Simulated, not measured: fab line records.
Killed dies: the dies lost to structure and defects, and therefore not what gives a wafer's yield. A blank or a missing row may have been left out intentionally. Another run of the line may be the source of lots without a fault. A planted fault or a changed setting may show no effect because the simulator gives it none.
Problem report in the 8D (eight disciplines) form, filled by code / flow berkeley_cmos170 / the parts of the form that need people (team, actions taken, sign-off) are left out

## 1. WHAT IS WRONG
oes_product_au at UCB170_CONTACT_ETCH_17 reads a mean of 0.852 a.u. on 3 wafers of 2 lots; wafers without a fault read 1.005 a.u. with a standard deviation of 0.029. That is -5.3 standard deviations from the usual mean.
The step: etches BARC in N2/H2.
Earliest sighting: wafer L782.2 on rie_diel-02 at day 9 07:28. At this step, 39 wafers from 14 lots have a number in the record. Rule for "out" (also "out of limits"): further than 4 standard deviations from the usual mean. Any other wafer with a number is counted as sound.

## 2. WHAT IT IS; WHAT IT IS NOT
question=which readings at this step | is=oes_product_au | is not=drypump_motor_current_A, n2_flow_sccm, throttle_valve_pct
question=which lots | is=L782, L786 | is not=L771, L772, L774, L775, L776, L778, L780, L787, L789, L790, L793, L794
question=which wafers of those lots | is=all that have a number | is not=-
question=read on which tools | is=rie_diel-02 | is not=rie_diel-01, rie_diel-04
question=when | is=from day 9 07:28 | is not=up to then (21 sound wafers); but 15 sound wafers of L787, L789, L790, L793, L794 came after

## 3. WHAT RULES OUT EACH SUSPECT
Counting: a tool at any process step up to the reading remains a suspect when it ran all the lots that are out and ran no sound lot after the first of those.
- plasma_asher-04 at UCB170_BACKSIDE_STRIP_03 (strips in O2): ruled out as a lasting fault. After its first lot that is out, L782 (day 9 01:38), sound lots L790 ran on it.
- rie_diel-02 at UCB170_CONTACT_ETCH_17 (etches BARC in N2/H2): kept. All lots that are out passed through it, beginning with L782 at day 9 07:28, and no sound lot followed; its final sound lot before that point was L780 at day 8 19:27. Out on those wafers are its own readings of oes_product_au.
After counting, what remains is rie_diel-02 at UCB170_CONTACT_ETCH_17.

## 4. THE CAUSE (what the simulator had put in)
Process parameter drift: rie_diel-02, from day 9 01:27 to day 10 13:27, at UCB170_CONTACT_ETCH_17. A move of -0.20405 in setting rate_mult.
Counting left only this tool.

## 5. THE CHAIN OF EFFECTS, in route order
One row per reading whose mean, taken over the struck wafers that have a number, lies over 3 standard deviations from the usual. Scope: only readings with a usual standard deviation given in the record; hours: median across lots of the time from each lot's start at the first step in this table that gives one to its start at this step; sigmas: change in usual standard deviations.
hours=0; step=UCB170_CONTACT_ETCH_17; reading=oes_product_au; usual=1.005 a.u.; on struck wafers=0.852; change=-0.153; sigmas=-5.3
Here are the process steps it includes:
- UCB170_CONTACT_ETCH_17: etches BARC in N2/H2.

## 6. WHAT WOULD HAVE CAUGHT IT SOONER
The fault began at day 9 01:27; the first out-of-limits reading in this record came at day 9 07:28, 6 hours later.
